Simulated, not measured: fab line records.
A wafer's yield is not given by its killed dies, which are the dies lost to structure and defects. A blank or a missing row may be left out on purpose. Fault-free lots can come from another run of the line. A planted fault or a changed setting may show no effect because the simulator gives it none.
fab line records || flow rit-cmos
record {"lots": 5, "wafers": 15, "last-day": 7}
route steps=202 shown PLDD@118 SPACER@125 NSD@131 M1@202
lots with no fault: from the same line, run without faults
start-h: the number of hours between the record's first day and the start of the first shown wafer of the lot || wait-h: hours elapsed since this lot's preceding step || " the same as in the row above || L1.1+2: a single row standing in for several wafers || - value missing, or start not given || * or withheld: withheld || < > ~ a bound
route shown NAME@n: a module of which the file shows steps, and the number in the route of the first || usual: mean and standard deviation over wafers with no fault || same: alike in all rows || chamber/n: place in a boat || sites: the reading at each site || _std_site: the standard deviation of these || _edge_site: outer sites' mean less inner sites' || radius-mm: how far each site lies from the wafer's centre || mask NAME#n: copy n || behind: the last tool/chamber to shape the wafer || hold: cause of the lot's hold/its duration in hours/its outcome || device: transistor that didn't switch, given as n, p or np || end of line: the tests these same wafers got at the end of their route || where a step has no rows: the recipe by itself || killed: at the first sort, the dies lost to defects and structure; wafer yield is something else || map: a wafer's dies, marking killed ones x, the rest . and places with no die _
set.NAME: the setting that was run; set.NAME@STEP: the one run at that earlier step || model.NAME: the simulator's own value behind a step, which no gauge read
lots seen at some steps along the route; tables by step, rows by wafer
services: when a tool's chamber went out of use (start-h, in hours from the record's first day, below 0 if earlier), for how many hours, and the reason
## steps
# step RIT_PLDD_PEB_04
# recipe {"resist": "NOVOLAK", "temp-c": "withheld", "time-s": "withheld"}
# step RIT_PLDD_DEVELOP_05
# recipe {"resist": "NOVOLAK", "develop-time-s": 50, "dev-temp-c": 23}
# step RIT_PLDD_OVL_MEAS_06
# usual {"PLDD_OVL": "-1.0/1.4"}
{"lot.wafer": "L271.1", "tool": "overlay-02", "chamber": "-", "start-h": 95.76, "wait-h": "-", "PLDD_OVL[nm]": -1.1}
{"lot.wafer": "L271.2", "tool": "overlay-02", "chamber": "-", "start-h": 95.76, "wait-h": "-", "PLDD_OVL[nm]": -1.5}
{"lot.wafer": "L271.3", "tool": "overlay-02", "chamber": "-", "start-h": 95.76, "wait-h": "-", "PLDD_OVL[nm]": -2.3}
{"lot.wafer": "L273.1", "tool": "overlay-01", "chamber": "-", "start-h": 100.80, "wait-h": "-", "PLDD_OVL[nm]": -2.5}
{"lot.wafer": "L273.4", "tool": "overlay-01", "chamber": "-", "start-h": 100.80, "wait-h": "-", "PLDD_OVL[nm]": -1.7}
{"lot.wafer": "L273.5", "tool": "overlay-01", "chamber": "-", "start-h": 100.80, "wait-h": "-", "PLDD_OVL[nm]": -2.9}
{"lot.wafer": "L276.3", "tool": "overlay-01", "chamber": "-", "start-h": 121.51, "wait-h": "-", "PLDD_OVL[nm]": -1.3}
{"lot.wafer": "L276.4", "tool": "overlay-01", "chamber": "-", "start-h": 121.51, "wait-h": "-", "PLDD_OVL[nm]": -0.7}
{"lot.wafer": "L276.5", "tool": "overlay-01", "chamber": "-", "start-h": 121.51, "wait-h": "-", "PLDD_OVL[nm]": -0.4}
{"lot.wafer": "L287.2", "tool": "overlay-02", "chamber": "-", "start-h": 153.45, "wait-h": "-", "PLDD_OVL[nm]": -0.7}
{"lot.wafer": "L287.4", "tool": "overlay-02", "chamber": "-", "start-h": 153.45, "wait-h": "-", "PLDD_OVL[nm]": 0.6}
{"lot.wafer": "L287.5", "tool": "overlay-02", "chamber": "-", "start-h": 153.45, "wait-h": "-", "PLDD_OVL[nm]": -0.6}
{"lot.wafer": "L288.1", "tool": "overlay-02", "chamber": "-", "start-h": 160.99, "wait-h": "-", "PLDD_OVL[nm]": -1.5}
{"lot.wafer": "L288.2", "tool": "overlay-02", "chamber": "-", "start-h": 160.99, "wait-h": "-", "PLDD_OVL[nm]": -0.9}
{"lot.wafer": "L288.4", "tool": "overlay-02", "chamber": "-", "start-h": 160.99, "wait-h": "-", "PLDD_OVL[nm]": -1.2}
# step RIT_PLDD_HARDBAKE_07
# recipe {"resist": "NOVOLAK", "temp-c": 140, "time-s": 60}
# step RIT_PLDD_IMPLANT_08
# recipe {"species": "BF2", "energy-kev": 20, "dose-cm2": 9e+14, "tilt-deg": 7}
# step RIT_PLDD_STRIP_09
# recipe {"chemistry": "O2", "time-s": 180, "resist": "NOVOLAK", "platen-temp-c": "withheld", "power-w": 500, "pressure-mtorr": 4000, "o2-flow-sccm": 4000}
# usual {"drypump-motor-current-A": "5.7/0.49"}
{"lot.wafer": "L271.1", "tool": "plasma-asher-03", "chamber": 1, "start-h": 96.10, "wait-h": 0.1, "drypump-motor-current-A": 5.5, "rf-hours-counter-h": 37}
{"lot.wafer": "L271.2", "tool": "plasma-asher-03", "chamber": 0, "start-h": 96.10, "wait-h": 0.1, "drypump-motor-current-A": 5.7, "rf-hours-counter-h": 37}
{"lot.wafer": "L271.3", "tool": "plasma-asher-03", "chamber": 0, "start-h": 96.10, "wait-h": 0.1, "drypump-motor-current-A": 5.7, "rf-hours-counter-h": "-"}
{"lot.wafer": "L273.1", "tool": "plasma-asher-02", "chamber": 0, "start-h": 101.15, "wait-h": 0.1, "drypump-motor-current-A": 5.5, "rf-hours-counter-h": 47}
{"lot.wafer": "L273.4", "tool": "plasma-asher-02", "chamber": 0, "start-h": 101.15, "wait-h": 0.1, "drypump-motor-current-A": 5.5, "rf-hours-counter-h": "-"}
{"lot.wafer": "L273.5", "tool": "plasma-asher-02", "chamber": 0, "start-h": 101.15, "wait-h": 0.1, "drypump-motor-current-A": 5.5, "rf-hours-counter-h": "-"}
{"lot.wafer": "L276.3", "tool": "plasma-asher-03", "chamber": 0, "start-h": 121.90, "wait-h": 0.1, "drypump-motor-current-A": 5.7, "rf-hours-counter-h": "-"}
{"lot.wafer": "L276.4", "tool": "plasma-asher-03", "chamber": 1, "start-h": 121.90, "wait-h": 0.1, "drypump-motor-current-A": 5.6, "rf-hours-counter-h": "-"}
{"lot.wafer": "L276.5", "tool": "plasma-asher-03", "chamber": 1, "start-h": 121.90, "wait-h": 0.1, "drypump-motor-current-A": 5.6, "rf-hours-counter-h": "-"}
{"lot.wafer": "L287.2", "tool": "plasma-asher-01", "chamber": 0, "start-h": 153.87, "wait-h": 0.1, "drypump-motor-current-A": 6.0, "rf-hours-counter-h": 38}
{"lot.wafer": "L287.4", "tool": "plasma-asher-01", "chamber": 1, "start-h": 153.87, "wait-h": 0.1, "drypump-motor-current-A": 5.0, "rf-hours-counter-h": "-"}
{"lot.wafer": "L287.5", "tool": "plasma-asher-01", "chamber": 1, "start-h": 153.87, "wait-h": 0.1, "drypump-motor-current-A": 5.0, "rf-hours-counter-h": "-"}
{"lot.wafer": "L288.1", "tool": "plasma-asher-03", "chamber": 1, "start-h": 161.33, "wait-h": 0.1, "drypump-motor-current-A": 5.5, "rf-hours-counter-h": 46}
{"lot.wafer": "L288.2", "tool": "plasma-asher-03", "chamber": 0, "start-h": 161.33, "wait-h": 0.1, "drypump-motor-current-A": 5.6, "rf-hours-counter-h": 46}
{"lot.wafer": "L288.4", "tool": "plasma-asher-03", "chamber": 0, "start-h": 161.33, "wait-h": 0.1, "drypump-motor-current-A": 5.7, "rf-hours-counter-h": "-"}
# step RIT_PLDD_TW_MEAS_10
# usual {"PLDD_TW": "2364/13"}
{"lot.wafer": "L271.1", "tool": "film-metro-01", "chamber": "-", "start-h": 96.27, "wait-h": 0.1, "PLDD_TW": 2388}
{"lot.wafer": "L271.2", "tool": "film-metro-01", "chamber": "-", "start-h": 96.27, "wait-h": 0.1, "PLDD_TW": 2383}
{"lot.wafer": "L271.3", "tool": "film-metro-01", "chamber": "-", "start-h": 96.27, "wait-h": 0.1, "PLDD_TW": 2392}
{"lot.wafer": "L273.1", "tool": "film-metro-02", "chamber": "-", "start-h": 101.33, "wait-h": 0.1, "PLDD_TW": 2356}
{"lot.wafer": "L273.4", "tool": "film-metro-02", "chamber": "-", "start-h": 101.33, "wait-h": 0.1, "PLDD_TW": 2343}
{"lot.wafer": "L273.5", "tool": "film-metro-02", "chamber": "-", "start-h": 101.33, "wait-h": 0.1, "PLDD_TW": 2353}
{"lot.wafer": "L276.3", "tool": "film-metro-01", "chamber": "-", "start-h": 122.04, "wait-h": 0.1, "PLDD_TW": 2367}
{"lot.wafer": "L276.4", "tool": "film-metro-01", "chamber": "-", "start-h": 122.04, "wait-h": 0.1, "PLDD_TW": 2368}
{"lot.wafer": "L276.5", "tool": "film-metro-01", "chamber": "-", "start-h": 122.04, "wait-h": 0.1, "PLDD_TW": 2365}
{"lot.wafer": "L287.2", "tool": "film-metro-01", "chamber": "-", "start-h": 154.06, "wait-h": 0.1, "PLDD_TW": 2351}
{"lot.wafer": "L287.4", "tool": "film-metro-01", "chamber": "-", "start-h": 154.06, "wait-h": 0.1, "PLDD_TW": 2362}
{"lot.wafer": "L287.5", "tool": "film-metro-01", "chamber": "-", "start-h": 154.06, "wait-h": 0.1, "PLDD_TW": 2365}
{"lot.wafer": "L288.1", "tool": "film-metro-02", "chamber": "-", "start-h": 161.50, "wait-h": 0.1, "PLDD_TW": 2352}
{"lot.wafer": "L288.2", "tool": "film-metro-02", "chamber": "-", "start-h": 161.50, "wait-h": 0.1, "PLDD_TW": 2354}
{"lot.wafer": "L288.4", "tool": "film-metro-02", "chamber": "-", "start-h": 161.50, "wait-h": 0.1, "PLDD_TW": 2344}
# step RIT_SPACER_CLEAN_00
# recipe {"chemistry": "SC1", "mix": "3:3:50", "time-s": 600, "temp-c": 75}
# step RIT_SPACER_CLEAN_01
# recipe {"chemistry": "dHF", "dilution": "50:1", "time-s": 30}
# step RIT_SPACER_CLEAN_02
# recipe {"chemistry": "SC2", "mix": "3:3:50", "time-s": 600, "temp-c": 75, "dry": "n2-spin"}
# step RIT_SPACER_CVD_03
# recipe {"material": "Si3N4", "target-thk-nm": 250, "temp-c": 810, "precursor": "SiH2Cl2/NH3", "time-s": 3300, "pressure-mtorr": 300, "sih2cl2-flow-sccm": 60, "nh3-flow-sccm": 150}
# step RIT_SPACER_THK_MEAS_04
# recipe {"reads": "Si3N4_of_SPACER_CVD_03"}
# usual {"SPACER_NITRIDE_THK": "250.8/2.4"}
{"lot.wafer": "L271.1", "tool": "film-metro-03", "chamber": "-", "start-h": 98.65, "wait-h": 0.0, "SPACER_NITRIDE_THK[nm]": 253.0}
{"lot.wafer": "L271.2", "tool": "film-metro-03", "chamber": "-", "start-h": 98.65, "wait-h": 0.0, "SPACER_NITRIDE_THK[nm]": 250.8}
{"lot.wafer": "L271.3", "tool": "film-metro-03", "chamber": "-", "start-h": 98.65, "wait-h": 0.0, "SPACER_NITRIDE_THK[nm]": 252.7}
{"lot.wafer": "L273.1", "tool": "film-metro-03", "chamber": "-", "start-h": 103.70, "wait-h": 0.0, "SPACER_NITRIDE_THK[nm]": 251.9}
{"lot.wafer": "L273.4", "tool": "film-metro-03", "chamber": "-", "start-h": 103.70, "wait-h": 0.0, "SPACER_NITRIDE_THK[nm]": 249.1}
{"lot.wafer": "L273.5", "tool": "film-metro-03", "chamber": "-", "start-h": 103.70, "wait-h": 0.0, "SPACER_NITRIDE_THK[nm]": 250.2}
{"lot.wafer": "L276.3", "tool": "film-metro-04", "chamber": "-", "start-h": 124.38, "wait-h": 0.0, "SPACER_NITRIDE_THK[nm]": 254.1}
{"lot.wafer": "L276.4", "tool": "film-metro-04", "chamber": "-", "start-h": 124.38, "wait-h": 0.0, "SPACER_NITRIDE_THK[nm]": 253.1}
{"lot.wafer": "L276.5", "tool": "film-metro-04", "chamber": "-", "start-h": 124.38, "wait-h": 0.0, "SPACER_NITRIDE_THK[nm]": 253.8}
{"lot.wafer": "L287.2", "tool": "film-metro-03", "chamber": "-", "start-h": 157.63, "wait-h": 0.0, "SPACER_NITRIDE_THK[nm]": 249.2}
{"lot.wafer": "L287.4", "tool": "film-metro-03", "chamber": "-", "start-h": 157.63, "wait-h": 0.0, "SPACER_NITRIDE_THK[nm]": 250.6}
{"lot.wafer": "L287.5", "tool": "film-metro-03", "chamber": "-", "start-h": 157.63, "wait-h": 0.0, "SPACER_NITRIDE_THK[nm]": 251.1}
{"lot.wafer": "L288.1", "tool": "film-metro-04", "chamber": "-", "start-h": 163.85, "wait-h": 0.0, "SPACER_NITRIDE_THK[nm]": 251.8}
{"lot.wafer": "L288.2", "tool": "film-metro-04", "chamber": "-", "start-h": 163.85, "wait-h": 0.0, "SPACER_NITRIDE_THK[nm]": 251.3}
{"lot.wafer": "L288.4", "tool": "film-metro-04", "chamber": "-", "start-h": 163.85, "wait-h": 0.0, "SPACER_NITRIDE_THK[nm]": 250.9}
# step RIT_SPACER_ETCHBACK_05
# recipe {"target-depth-a": 2500, "SF6_flow_sccm": 30, "CHF3_flow_sccm": 30, "target": "Si3N4", "chemistry": "SF6/CHF3", "pressure-mtorr": 40, "rf-w": 250, "time-s": 240, "stop-on": "SiO2"}
# usual {"drypump-motor-current-A": "5.9/0.38", "oes-product-au": "0.844/0.013", "throttle-valve-pct": "10.29/0.11"}
{"lot.wafer": "L271.1", "tool": "rie-diel-01", "chamber": 3, "start-h": 98.71, "wait-h": 0.1, "drypump-motor-current-A": 6.3, "oes-product-au": 0.848, "rf-hours-counter-h": 67, "throttle-valve-pct": 10.25, "model.etch.depth-nm": 252.8, "model.poly-Si_of_GATE_CVD_08.thk-nm": 167, "model.Si3N4_of_SPACER_CVD_03.thk-nm": 198.7}
{"lot.wafer": "L271.2", "tool": "rie-diel-01", "chamber": 0, "start-h": 98.71, "wait-h": 0.1, "drypump-motor-current-A": 6.3, "oes-product-au": 0.843, "rf-hours-counter-h": 67, "throttle-valve-pct": 10.38, "model.etch.depth-nm": 251, "model.poly-Si_of_GATE_CVD_08.thk-nm": 163.3, "model.Si3N4_of_SPACER_CVD_03.thk-nm": 195.7}
{"lot.wafer": "L271.3", "tool": "rie-diel-01", "chamber": 1, "start-h": 98.71, "wait-h": 0.1, "drypump-motor-current-A": 5.8, "oes-product-au": 0.851, "rf-hours-counter-h": 47, "throttle-valve-pct": 10.28, "model.etch.depth-nm": 252.5, "model.poly-Si_of_GATE_CVD_08.thk-nm": 167.4, "model.Si3N4_of_SPACER_CVD_03.thk-nm": 200.2}
{"lot.wafer": "L273.1", "tool": "rie-diel-03", "chamber": 1, "start-h": 103.76, "wait-h": 0.1, "drypump-motor-current-A": 5.4, "oes-product-au": 0.867, "rf-hours-counter-h": 146, "throttle-valve-pct": 10.24, "model.etch.depth-nm": 251.8, "model.poly-Si_of_GATE_CVD_08.thk-nm": 173, "model.Si3N4_of_SPACER_CVD_03.thk-nm": 198.5}
{"lot.wafer": "L273.4", "tool": "rie-diel-03", "chamber": 2, "start-h": 103.76, "wait-h": 0.1, "drypump-motor-current-A": 5.4, "oes-product-au": 0.858, "rf-hours-counter-h": 6, "throttle-valve-pct": 10.47, "model.etch.depth-nm": 249, "model.poly-Si_of_GATE_CVD_08.thk-nm": 170.6, "model.Si3N4_of_SPACER_CVD_03.thk-nm": 196.1}
{"lot.wafer": "L273.5", "tool": "rie-diel-03", "chamber": 3, "start-h": 103.76, "wait-h": 0.1, "drypump-motor-current-A": 6.5, "oes-product-au": 0.826, "rf-hours-counter-h": "-", "throttle-valve-pct": 10.21, "model.etch.depth-nm": 250.1, "model.poly-Si_of_GATE_CVD_08.thk-nm": 168.6, "model.Si3N4_of_SPACER_CVD_03.thk-nm": 195.3}
{"lot.wafer": "L276.3", "tool": "rie-diel-01", "chamber": 2, "start-h": 124.42, "wait-h": 0.0, "drypump-motor-current-A": 5.0, "oes-product-au": 0.858, "rf-hours-counter-h": 7, "throttle-valve-pct": 10.35, "model.etch.depth-nm": 254.2, "model.poly-Si_of_GATE_CVD_08.thk-nm": 173.2, "model.Si3N4_of_SPACER_CVD_03.thk-nm": 198.5}
{"lot.wafer": "L276.4", "tool": "rie-diel-01", "chamber": 0, "start-h": 124.42, "wait-h": 0.0, "drypump-motor-current-A": 6.3, "oes-product-au": 0.660, "rf-hours-counter-h": 68, "throttle-valve-pct": 10.32, "model.etch.depth-nm": 179.8, "model.poly-Si_of_GATE_CVD_08.thk-nm": 200.8, "model.Si3N4_of_SPACER_CVD_03.thk-nm": 221.6}
{"lot.wafer": "L276.5", "tool": "rie-diel-01", "chamber": 2, "start-h": 124.42, "wait-h": 0.0, "drypump-motor-current-A": 5.0, "oes-product-au": 0.855, "rf-hours-counter-h": "-", "throttle-valve-pct": 10.35, "model.etch.depth-nm": 253.7, "model.poly-Si_of_GATE_CVD_08.thk-nm": 173.6, "model.Si3N4_of_SPACER_CVD_03.thk-nm": 198.4}
{"lot.wafer": "L287.2", "tool": "rie-diel-02", "chamber": 2, "start-h": 157.68, "wait-h": 0.0, "drypump-motor-current-A": 6.1, "oes-product-au": 0.854, "rf-hours-counter-h": 0, "throttle-valve-pct": 10.20, "model.etch.depth-nm": 249.2, "model.poly-Si_of_GATE_CVD_08.thk-nm": 172.7, "model.Si3N4_of_SPACER_CVD_03.thk-nm": 195.5}
{"lot.wafer": "L287.4", "tool": "rie-diel-02", "chamber": 0, "start-h": 157.68, "wait-h": 0.0, "drypump-motor-current-A": 5.7, "oes-product-au": 0.829, "rf-hours-counter-h": 146, "throttle-valve-pct": 10.28, "model.etch.depth-nm": 250.6, "model.poly-Si_of_GATE_CVD_08.thk-nm": 175.2, "model.Si3N4_of_SPACER_CVD_03.thk-nm": 197.5}
{"lot.wafer": "L287.5", "tool": "rie-diel-02", "chamber": 0, "start-h": 157.68, "wait-h": 0.0, "drypump-motor-current-A": 5.7, "oes-product-au": 0.845, "rf-hours-counter-h": "-", "throttle-valve-pct": 10.30, "model.etch.depth-nm": 251, "model.poly-Si_of_GATE_CVD_08.thk-nm": 172.7, "model.Si3N4_of_SPACER_CVD_03.thk-nm": 197}
{"lot.wafer": "L288.1", "tool": "rie-diel-02", "chamber": 1, "start-h": 163.91, "wait-h": 0.1, "drypump-motor-current-A": 6.0, "oes-product-au": 0.868, "rf-hours-counter-h": 20, "throttle-valve-pct": 10.31, "model.etch.depth-nm": 251.8, "model.poly-Si_of_GATE_CVD_08.thk-nm": 167.5, "model.Si3N4_of_SPACER_CVD_03.thk-nm": 199.8}
{"lot.wafer": "L288.2", "tool": "rie-diel-02", "chamber": 3, "start-h": 163.91, "wait-h": 0.1, "drypump-motor-current-A": 5.8, "oes-product-au": 0.833, "rf-hours-counter-h": 114, "throttle-valve-pct": 10.16, "model.etch.depth-nm": 251.2, "model.poly-Si_of_GATE_CVD_08.thk-nm": 165.9, "model.Si3N4_of_SPACER_CVD_03.thk-nm": 197.2}
{"lot.wafer": "L288.4", "tool": "rie-diel-02", "chamber": 0, "start-h": 163.91, "wait-h": 0.1, "drypump-motor-current-A": 5.7, "oes-product-au": 0.838, "rf-hours-counter-h": 146, "throttle-valve-pct": 10.29, "model.etch.depth-nm": 250.9, "model.poly-Si_of_GATE_CVD_08.thk-nm": 165.8, "model.Si3N4_of_SPACER_CVD_03.thk-nm": 197.8}
# step RIT_NSD_HMDS_00
# recipe {"prime-time-s": 60, "prime-temp-c": 140}
# step RIT_M1_PROBE_99
# usual {"killed_at_M0_to_M3": "0.0/0.083", "killed-at-contacts": "0.1/0.25", "killed-at-front-end": "7/3.1", "killed-dies": "7/3.2", "killed-on-rim": "1.9/1.5", "killed-open": "3.3/2", "killed-short": "3.5/2"}
# same {"gross-dies": 264, "killed_at_M4_up": 0, "killed-at-back-side": 0, "killed-at-other": 0}
{"lot.wafer": "L273.1", "tool": "prober-01", "chamber": "-", "start-h": 126.76, "wait-h": 0.1, "killed_at_M0_to_M3": 1, "killed-at-contacts": 0, "killed-at-front-end": 16, "killed-dies": 17, "killed-on-rim": 3, "killed-open": 9, "killed-short": 8}
{"lot.wafer": "L273.4", "tool": "prober-01", "chamber": "-", "start-h": 126.91, "wait-h": 0.2, "killed_at_M0_to_M3": 0, "killed-at-contacts": 0, "killed-at-front-end": 12, "killed-dies": 12, "killed-on-rim": 0, "killed-open": 8, "killed-short": 4}
{"lot.wafer": "L273.5", "tool": "prober-01", "chamber": "-", "start-h": 126.96, "wait-h": 0.2, "killed_at_M0_to_M3": 0, "killed-at-contacts": 0, "killed-at-front-end": 7, "killed-dies": 7, "killed-on-rim": 2, "killed-open": 4, "killed-short": 3}
{"lot.wafer": "L271.1", "tool": "prober-02", "chamber": "-", "start-h": 128.26, "wait-h": 0.1, "killed_at_M0_to_M3": 0, "killed-at-contacts": 0, "killed-at-front-end": 5, "killed-dies": 5, "killed-on-rim": 0, "killed-open": 3, "killed-short": 2}
{"lot.wafer": "L271.2", "tool": "prober-02", "chamber": "-", "start-h": 128.31, "wait-h": 0.1, "killed_at_M0_to_M3": 0, "killed-at-contacts": 0, "killed-at-front-end": 3, "killed-dies": 3, "killed-on-rim": 2, "killed-open": 2, "killed-short": 1}
{"lot.wafer": "L271.3", "tool": "prober-02", "chamber": "-", "start-h": 128.36, "wait-h": 0.2, "killed_at_M0_to_M3": 0, "killed-at-contacts": 0, "killed-at-front-end": 6, "killed-dies": 6, "killed-on-rim": 1, "killed-open": 4, "killed-short": 2}
{"lot.wafer": "L276.3", "tool": "prober-01", "chamber": "-", "start-h": 136.04, "wait-h": 0.2, "killed_at_M0_to_M3": 0, "killed-at-contacts": 0, "killed-at-front-end": 12, "killed-dies": 12, "killed-on-rim": 2, "killed-open": 5, "killed-short": 7}
{"lot.wafer": "L276.4", "tool": "prober-01", "chamber": "-", "start-h": 136.09, "wait-h": 0.2, "killed_at_M0_to_M3": 0, "killed-at-contacts": 0, "killed-at-front-end": 264, "killed-dies": 264, "killed-on-rim": 70, "killed-open": 5, "killed-short": 8}
{"lot.wafer": "L276.5", "tool": "prober-01", "chamber": "-", "start-h": 136.14, "wait-h": 0.2, "killed_at_M0_to_M3": 0, "killed-at-contacts": 1, "killed-at-front-end": 8, "killed-dies": 9, "killed-on-rim": 3, "killed-open": 5, "killed-short": 4}
{"lot.wafer": "L287.2", "tool": "prober-02", "chamber": "-", "start-h": 168.89, "wait-h": 0.1, "killed_at_M0_to_M3": 0, "killed-at-contacts": 0, "killed-at-front-end": 2, "killed-dies": 2, "killed-on-rim": 0, "killed-open": 1, "killed-short": 1}
{"lot.wafer": "L287.4", "tool": "prober-02", "chamber": "-", "start-h": 168.99, "wait-h": 0.2, "killed_at_M0_to_M3": 0, "killed-at-contacts": 0, "killed-at-front-end": 4, "killed-dies": 4, "killed-on-rim": 1, "killed-open": 2, "killed-short": 2}
{"lot.wafer": "L287.5", "tool": "prober-02", "chamber": "-", "start-h": 169.04, "wait-h": 0.2, "killed_at_M0_to_M3": 0, "killed-at-contacts": 1, "killed-at-front-end": 6, "killed-dies": 7, "killed-on-rim": 3, "killed-open": 1, "killed-short": 6}
{"lot.wafer": "L288.1", "tool": "prober-01", "chamber": "-", "start-h": 174.70, "wait-h": 0.1, "killed_at_M0_to_M3": 0, "killed-at-contacts": 0, "killed-at-front-end": 2, "killed-dies": 2, "killed-on-rim": 0, "killed-open": 1, "killed-short": 1}
{"lot.wafer": "L288.2", "tool": "prober-01", "chamber": "-", "start-h": 174.75, "wait-h": 0.1, "killed_at_M0_to_M3": 0, "killed-at-contacts": 0, "killed-at-front-end": 6, "killed-dies": 6, "killed-on-rim": 2, "killed-open": 3, "killed-short": 3}
{"lot.wafer": "L288.4", "tool": "prober-01", "chamber": "-", "start-h": 174.85, "wait-h": 0.2, "killed_at_M0_to_M3": 0, "killed-at-contacts": 0, "killed-at-front-end": 6, "killed-dies": 6, "killed-on-rim": 0, "killed-open": 5, "killed-short": 1}
# killed by level:class
L273.1 GATE:geometric-particle:short=6 GATE:geometric-particle:open=5 FOX1:geometric-particle:open=2 REOX:geometric-particle:open=2 SPACER:geometric-particle:short=1 M1:geometric-particle:short=1
L273.4 FOX1:geometric-particle:open=3 GATE:geometric-particle:open=2 GATE:geometric-particle:short=2 FOX1:geometric-particle:short=1 FOX2:geometric-particle:open=1 REOX:geometric-particle:open=1 SPACER:geometric-particle:short=1 SILICIDE:geometric-particle:open=1
L273.5 FOX2:geometric-particle:open=3 FOX2:geometric-particle:short=1 GATE:geometric-particle:short=1 REOX:geometric-particle:short=1 SPACER:geometric-particle:open=1
L271.1 SPACER:geometric-particle:short=2 FOX1:geometric-particle:open=1 FOX2:geometric-particle:open=1 SPACER:geometric-particle:open=1
L271.2 SILICIDE:geometric-particle:open=2 GATE:geometric-particle:short=1
L271.3 FOX1:geometric-particle:open=2 FOX1:geometric-particle:short=2 GATE:geometric-particle:open=1 SILICIDE:geometric-particle:open=1
L276.3 FOX1:geometric-particle:short=3 FOX2:geometric-particle:open=2 FOX2:geometric-particle:short=2 GATE:geometric-particle:short=2 GATE:geometric-particle:open=1 SPACER:geometric-particle:open=1 SILICIDE:geometric-particle:open=1
L276.4 SPACER:area-etchback=251 GATE:geometric-particle:short=3 FOX1:geometric-particle:short=2 GATE:geometric-particle:open=2 REOX:geometric-particle:short=2 FOX1:geometric-particle:open=1 REOX:geometric-particle:open=1 SPACER:geometric-particle:open=1
L276.5 SILICIDE:geometric-particle:open=3 FOX1:geometric-particle:short=2 FOX1:geometric-particle:open=1 GATE:geometric-particle:open=1 GATE:geometric-particle:short=1 CONTACT:geometric-particle:short=1
L287.2 SILICIDE:geometric-particle:short=1 SILICIDE:geometric-particle:open=1
L287.4 GATE:geometric-particle:short=2 GATE:geometric-particle:open=1 SILICIDE:geometric-particle:open=1
L287.5 SILICIDE:geometric-particle:short=3 GATE:geometric-particle:short=1 REOX:geometric-particle:open=1 REOX:geometric-particle:short=1 CONTACT:geometric-particle:short=1
L288.1 FOX2:geometric-particle:open=1 GATE:geometric-particle:short=1
L288.2 SILICIDE:geometric-particle:short=2 GATE:geometric-particle:short=1 REOX:geometric-particle:open=1 SPACER:geometric-particle:open=1 SILICIDE:geometric-particle:open=1
L288.4 GATE:geometric-particle:open=3 SILICIDE:geometric-particle:open=2 GATE:geometric-particle:short=1
# map L276.4 (x killed, . not)
________xxxxxxx_______
_____xxxxxxxxxxxxx____
____xxxxxxxxxxxxxxx___
___xxxxxxxxxxxxxxxxx__
__xxxxxxxxxxxxxxxxxxx_
__xxxxxxxxxxxxxxxxxxx_
_xxxxxxxxxxxxxxxxxxxxx
_xxxxxxxxxxxxxxxxxxxxx
_xxxxxxxxxxxxxxxxxxxxx
_xxxxxxxxxxxxxxxxxxxxx
__xxxxxxxxxxxxxxxxxxx_
__xxxxxxxxxxxxxxxxxxx_
___xxxxxxxxxxxxxxxxx__
____xxxxxxxxxxxxxxx___
_____xxxxxxxxxxxxx____
________xxxxxxx_______
# map L271.3 (x killed, . not)
________.....x._______
_____.............____
____...............___
___.................__
__...............x..._
__..................._
_.....................
_.....................
_...........x.x.......
_.....................
__..................._
__................x.._
___.................__
____...............___
_____.......x.....____
________......._______
## services
{"tool": "plasma-asher-02", "chamber": "-", "start-h": 108.75, "hours": 9.0, "kind": "pm"}
{"tool": "plasma-asher-02", "chamber": 0, "start-h": 108.75, "hours": 9.0, "kind": "vent-cycle"}
{"tool": "plasma-asher-02", "chamber": 1, "start-h": 108.75, "hours": 9.0, "kind": "vent-cycle"}
{"tool": "rie-diel-01", "chamber": 2, "start-h": 109.64, "hours": 9.8, "kind": "repair"}
{"tool": "plasma-asher-01", "chamber": "-", "start-h": 112.30, "hours": 2.8, "kind": "pm"}
{"tool": "rie-diel-02", "chamber": 2, "start-h": 112.83, "hours": 11.1, "kind": "repair"}
{"tool": "plasma-asher-02", "chamber": 0, "start-h": 117.75, "hours": "-", "kind": "clean"}
{"tool": "plasma-asher-02", "chamber": 1, "start-h": 117.75, "hours": "-", "kind": "clean"}
{"tool": "rie-diel-02", "chamber": 2, "start-h": 123.92, "hours": "-", "kind": "clean"}
{"tool": "rie-diel-02", "chamber": 2, "start-h": 123.92, "hours": 16.1, "kind": "scheduled-down"}
{"tool": "rie-diel-02", "chamber": 2, "start-h": 123.92, "hours": 16.1, "kind": "vent-cycle"}
{"tool": "plasma-asher-03", "chamber": "-", "start-h": 130.17, "hours": 3.4, "kind": "repair"}
## key
first-sign {"step": "RIT_SPACER_ETCHBACK_05", "reading": "oes-product-au", "direction": "down", "sigmas": 14, "usual": 0.844, "struck": 0.660}
effect {"step": "RIT_M1_PROBE_99", "reading": "killed-at-front-end", "direction": "up", "sigmas": 82, "usual": 7, "struck": 264}
model-effect {"step": "RIT_SPACER_ETCHBACK_05", "value": "etch.depth-nm", "without": 253, "struck": 179.8}
more-kills-born-at {"RIT_SPACER_ETCHBACK_05@rie-diel-01": 251}
met-at RIT_SPACER_ETCHBACK_05
struck-wafers L276.4
later-rows-left-out L276.4
tester-left-out L276
onset-between 98.71 124.42
fault {"kind": "process-parameter-drift", "tool": "rie-diel-01", "chamber": 0, "onset-h": 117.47, "steps": "RIT_SPACER_ETCHBACK_05", "channel": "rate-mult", "offset": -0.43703, "shape": "step", "end-h": 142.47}
# tester-left-out: of these lots the tester's yield and bins aren't shown, on N5 and GAA mostly nor the transistor test; their killed dies are dies lost to structure and defects alone, not to doping, threshold or leakage, so they don't give the yield
# later-rows-left-out: the simulator's readings of these wafers behind a module that went badly wrong aren't trusted and aren't shown, but for the sort
